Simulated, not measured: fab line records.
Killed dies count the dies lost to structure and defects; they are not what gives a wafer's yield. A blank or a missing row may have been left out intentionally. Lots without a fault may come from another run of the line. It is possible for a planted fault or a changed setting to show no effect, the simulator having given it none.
What tool caused it? ; flow rit cmos ; 14 lots with 42 wafers sampled at 2 steps, on a route of 202 steps

## WHAT THE GAUGES SHOWED, per wafer
No reading from a measuring or inspecting step in the record can be judged against a usual standard deviation.

## WHICH TOOL RAN EACH LOT (tool, then ch and the chambers of the sampled wafers, then the start)
lot;RIT_NLDD_DEVELOP_05;RIT_M1_PROBE_99
L881;litho track-01 ch 0, day 2 21:00;-
L882;litho track-03 ch 0, day 3 08:00;-
L883;litho track-01 ch 0, day 3 12:00;-
L884;litho track-03 ch 0, day 3 15:00;-
L885;litho track-03 ch 0, day 3 21:00;-
L886;litho track-03 ch 0, day 4 00:00;-
L894;litho track-03 ch 0, day 5 14:00;-
L896;litho track-03 ch 0, day 6 00:00;-
L899;litho track-01 ch 0, day 6 17:00;-
L900;litho track-02 ch 0, day 6 21:00;-
L901;litho track-01 ch 0, day 7 04:00;-
L902;litho track-02 ch 0, day 7 08:00;prober-01, day 8 00:26
L903;litho track-02 ch 0, day 7 13:00;prober-02, day 8 04:49
L904;litho track-01 ch 0, day 7 13:00;-
- RIT_NLDD_DEVELOP_05: develop time 50 s.
- RIT_M1_PROBE_99

## WHAT THE TOOLS THEMSELVES READ (means of the sampled wafers that have a number; where no wafer has one, the mark that the record gives instead)
RIT_NLDD_DEVELOP_05. Usual: developer temp C at 23.00 C, with a standard deviation of 0.11.
lot;tool;developer temp C (C);flag
L881;litho track-01;23.03;
L882;litho track-03;23.06;
L883;litho track-01;23.04;
L884;litho track-03;22.83;
L885;litho track-03;23.21;
L886;litho track-03;22.83;
L894;litho track-03;25.39;OFF
L896;litho track-03;25.35;OFF
L899;litho track-01;23.07;
L900;litho track-02;22.95;
L901;litho track-01;23.01;
L902;litho track-02;23.08;
L903;litho track-02;23.11;
L904;litho track-01;23.00;

RIT_M1_PROBE_99. Usual: killed at contacts 0.1, standard deviation 0.31; killed at front end 7, standard deviation 3; killed dies 7, standard deviation 3; killed open 3.2, standard deviation 1.9; killed short 3.6, standard deviation 2.2.
lot;tool;killed at contacts;killed at front end;killed dies;killed open;killed short;flag
L902;prober-01;0.7;9;10;3.3;6.7;
L903;prober-02;0.0;5;5;2.3;3.0;

## THE ANSWER, worked out from the rows above alone
Rule: a lot counts as off when the mean over its wafers that have a number is more than 3 standard deviations away from the usual mean. A lot without any number at a reading at which 4 lots or more have one is off too. Where the step has rows for the other lots, those lots are counted as sound. After the gauges, taken in route order, come the tools' own readings; for these a lot's mean is taken, as printed above. The first step at which some lot is off is used, and at that step the reading that is off furthest; a lot without a number counts as furthest.
Off: L894, L896 (RIT_NLDD_DEVELOP_05, developer temp C).
A tool fits if, at that step or a process step before it, it ran every lot that is off, and no sound lot after the first of them. One fits: litho track-03 at RIT_NLDD_DEVELOP_05. Its last sound lot is L886 (day 4 00:00), its first lot that is off L894 (day 5 14:00): a fault that began between those two fits.
On the lots that are off, the tool's own readings at RIT_NLDD_DEVELOP_05 differ by more than 5 times the standard deviation of the sound lots' means, which bears it out; developer temp C reads 25.37 C there versus 23.02 C on the sound lots.

## WHAT THE SIMULATOR HAD INSERTED
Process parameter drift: litho track-03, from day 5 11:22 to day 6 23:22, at RIT_NLDD_DEVELOP_05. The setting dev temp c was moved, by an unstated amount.
Shown lots that were struck: L894, L896. The rule given above showed the same thing.
